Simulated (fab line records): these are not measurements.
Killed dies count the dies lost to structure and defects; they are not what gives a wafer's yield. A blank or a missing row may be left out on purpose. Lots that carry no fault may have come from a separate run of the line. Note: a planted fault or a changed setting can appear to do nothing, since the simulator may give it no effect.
Which tool is to blame? -- flow rit cmos -- Sampling: 7 lots, 21 wafers, 2 of 202 route steps

## WHAT THE GAUGES READ, wafer by wafer
RIT_NLDD_TW_MEAS_10.
lot,measured,on,NLDD_TW
L892,day 3 01:15,film metro-04,2517 2513 2511
L894,day 3 08:47,film metro-04,2507 2485 2513
L896,day 3 19:47,film metro-04,2493 2515 2497
L898,day 4 04:48,film metro-02,2454 2467 2461
L900,day 4 15:40,film metro-04,2514 2518 2522
L907,day 6 01:57,film metro-03,30 30 29 30 30 30
L910,day 6 20:31,film metro-04,2519 2513 2522

## WHAT TOOL EACH LOT RAN ON (gives the tool, then ch and the chambers of the sampled wafers, and finally the start)
lot,RIT_NLDD_DEVELOP_05
L892,"litho track-02 ch 0, day 3 00:00"
L894,"litho track-02 ch 0, day 3 08:00"
L896,"litho track-01 ch 0, day 3 19:00"
L898,"litho track-02 ch 0, day 4 04:00"
L900,"litho track-02 ch 0, day 4 15:00"
L907,"litho track-03 ch 0, day 6 01:00"
L910,"litho track-02 ch 0, day 6 19:00"
- RIT_NLDD_DEVELOP_05: develop time 50 s.

## THE ANSWER, worked out from the rows above alone
Rule: the lots themselves supply what counts as usual. The widest of any qualifying gaps counts: lots, ordered by their means at a reading, are off when they make up no more than a third of the lots, leave a main group of 4 or more, and stand apart from it by 3 or more times the standard deviation of that group's means. A main group is skipped when, at the precision printed for the reading in the tables above, its means are all equal. A lot without any number at a reading at which 4 lots or more have one is off too. Where the step has rows for the other lots, those lots are counted as sound.
Off: L907, seen at RIT_NLDD_TW_MEAS_10 (NLDD_TW). The main group has a mean of 2502 with a standard deviation of 20.
A tool fits if, at a process step before that reading, it ran every lot that is off, and no sound lot after the first of them. Gauges at RIT_NLDD_TW_MEAS_10: tried the same way as those tools. Undecided on this evidence; 2 tools fit (litho track-03 at RIT_NLDD_DEVELOP_05, film metro-03 at RIT_NLDD_TW_MEAS_10).

## WHAT THE SIMULATOR HAD PUT IN
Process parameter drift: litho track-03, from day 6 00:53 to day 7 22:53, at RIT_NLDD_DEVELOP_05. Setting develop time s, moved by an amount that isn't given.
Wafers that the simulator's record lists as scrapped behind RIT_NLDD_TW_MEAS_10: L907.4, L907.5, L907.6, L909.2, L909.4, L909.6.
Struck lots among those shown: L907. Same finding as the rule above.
